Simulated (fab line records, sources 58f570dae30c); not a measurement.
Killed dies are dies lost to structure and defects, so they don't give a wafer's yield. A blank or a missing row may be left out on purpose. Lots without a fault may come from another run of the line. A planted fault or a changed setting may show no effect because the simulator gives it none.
Problem report in the 8D (eight disciplines) form, filled by code | flow berkeley_cmos170 | the parts of the form that need people (team, actions taken, sign-off) are left out

1. THE PROBLEM
chamber_o2_ppm at UCB170_SILICIDE_RTA_04 reads a mean of 302.000 on 6 wafers of 2 lots; wafers without a fault read 2.001 with a standard deviation of 0.023. That is +99 or more standard deviations from the usual mean.
The step: time 15 s.
First seen on wafer L502.1, day 12 12:59, on rtp_anneal-02. The record holds 18 wafers of 6 lots with a number at this step. Rule for "out", or "out of limits": more than 4 standard deviations from the usual mean. The other wafers with a number count as sound.

2. WHAT IT IS AND WHAT IT IS NOT
question                    | is                     | is not
which readings at this step | chamber_o2_ppm         | lamp_power_pct, wafer_temp_C_max
which lots                  | L502, L503             | L491, L495, L496, L497
which wafers of those lots  | all that have a number | -
read on which tools         | rtp_anneal-02          | rtp_anneal-01
when                        | from day 12 12:59      | up to then (12 sound wafers)

3. SUSPECTS, AND WHAT RULES EACH OUT
Counting: a tool at a process step up to the reading stays a suspect if it ran every lot that is out and no sound lot after the first of them.
- rtp_anneal-01 at UCB170_SDANNEAL_RTA_00 (time 10 s): kept. It ran every lot that is out, first L502 (day 12 12:06), and no sound lot after that; its last sound lot up to then is L497 (day 11 07:26).
- rtp_anneal-01 at UCB170_SDANNEAL_RTA_01 (time 5 s): kept. It ran every lot that is out, first L502 (day 12 12:10), and no sound lot after that; its last sound lot up to then is L497 (day 11 07:30).
- rtp_anneal-02 at UCB170_SILICIDE_RTA_04 (time 15 s): kept. It ran every lot that is out, first L502 (day 12 12:59), and no sound lot after that; its last sound lot up to then is L496 (day 11 09:14). Its own readings are out on those wafers: chamber_o2_ppm.
Left after counting: rtp_anneal-01 at UCB170_SDANNEAL_RTA_00, rtp_anneal-01 at UCB170_SDANNEAL_RTA_01, rtp_anneal-02 at UCB170_SILICIDE_RTA_04.

4. THE CAUSE (what the simulator had put in)
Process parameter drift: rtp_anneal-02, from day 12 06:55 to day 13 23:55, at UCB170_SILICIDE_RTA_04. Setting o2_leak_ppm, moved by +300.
Counting left 3 suspects, and this tool is among them.

5. THE CHAIN OF EFFECTS, in route order
Each row: a reading whose mean over the struck wafers that have a number lies more than 3 standard deviations from the usual. Only readings for which the record gives a usual standard deviation are gone through. hours: the time from each lot's start at the first step in this table that gives one to its start at this step, as a median over the lots. sigmas: the change in usual standard deviations.
hours | step                   | reading        | usual | on struck wafers | change   | sigmas
0     | UCB170_SILICIDE_RTA_04 | chamber_o2_ppm | 2.001 | 302.000          | +299.999 | +99 or more
The process steps in it:
- UCB170_SILICIDE_RTA_04: time 15 s.

6. WHAT WOULD HAVE CAUGHT IT SOONER
In this record the first reading out of limits was taken at day 12 12:59, 6 hours after the fault began at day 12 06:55.
